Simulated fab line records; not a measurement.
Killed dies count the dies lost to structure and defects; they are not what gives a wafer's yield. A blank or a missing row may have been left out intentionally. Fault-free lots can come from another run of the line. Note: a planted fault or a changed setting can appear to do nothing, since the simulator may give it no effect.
Which tool did it? + flow rit_cmos + 7 lots with 21 wafers sampled at 3 steps, on a route of 202 steps

WHAT THE GAUGES SHOWED, per wafer
RIT_PWELL_TW_MEAS_10.
| lot  | measured    | on            | PWELL_TW    |
|------|-------------|---------------|-------------|
| L640 | day 2 09:13 | film_metro-04 | 946 948 944 |
| L643 | day 3 02:20 | film_metro-04 | 937 942 943 |
| L645 | day 3 12:02 | film_metro-02 | 951 953 958 |
| L653 | day 5 02:25 | film_metro-04 | 947 950 948 |
| L658 | day 6 09:10 | film_metro-04 | 943 941 943 |
| L659 | day 6 14:34 | film_metro-02 | 953 954 956 |
| L660 | day 7 02:44 | film_metro-02 | 955 957 955 |

TOOL THAT RAN EACH LOT (tool first, then ch and the chambers of the sampled wafers, then the start)
| lot  | RIT_NWELL_STRIP_09                  | RIT_PWELL_STRIP_09                  |
|------|-------------------------------------|-------------------------------------|
| L640 | plasma_asher-04 ch 1, day 2 07:22   | plasma_asher-01 ch 0,1, day 2 09:02 |
| L643 | plasma_asher-04 ch 0,1, day 3 00:24 | plasma_asher-01 ch 0,1, day 3 02:10 |
| L645 | plasma_asher-04 ch 0,1, day 3 10:10 | plasma_asher-03 ch 0,1, day 3 11:51 |
| L653 | plasma_asher-03 ch 0,1, day 5 00:41 | plasma_asher-03 ch 0,1, day 5 02:14 |
| L658 | plasma_asher-02 ch 0,1, day 6 07:21 | plasma_asher-02 ch 0,1, day 6 09:02 |
| L659 | plasma_asher-04 ch 0,1, day 6 12:42 | plasma_asher-01 ch 0,1, day 6 14:22 |
| L660 | plasma_asher-03 ch 0,1, day 7 00:53 | plasma_asher-02 ch 0,1, day 7 02:34 |
- RIT_NWELL_STRIP_09: strips in O2, time 180 s.
- RIT_PWELL_STRIP_09: strips in O2, time 180 s.

THE ANSWER, worked out from the rows above alone
Rule: the lots themselves supply what counts as usual. The widest of any qualifying gaps counts: lots, ordered by their means at a reading, are off when they make up no more than a third of the lots, leave a main group of 4 or more, and stand apart from it by 3 or more times the standard deviation of that group's means. The tables above print the reading to a certain number of digits; a main group whose means all agree to those digits is not used. A lot without any number at a reading at which 4 lots or more have one is off too. The other lots that the step has rows for count as sound.
Across all readings shown, no lot is off: no conclusion can be drawn from this.

WHAT HAD BEEN PUT IN BY THE SIMULATOR
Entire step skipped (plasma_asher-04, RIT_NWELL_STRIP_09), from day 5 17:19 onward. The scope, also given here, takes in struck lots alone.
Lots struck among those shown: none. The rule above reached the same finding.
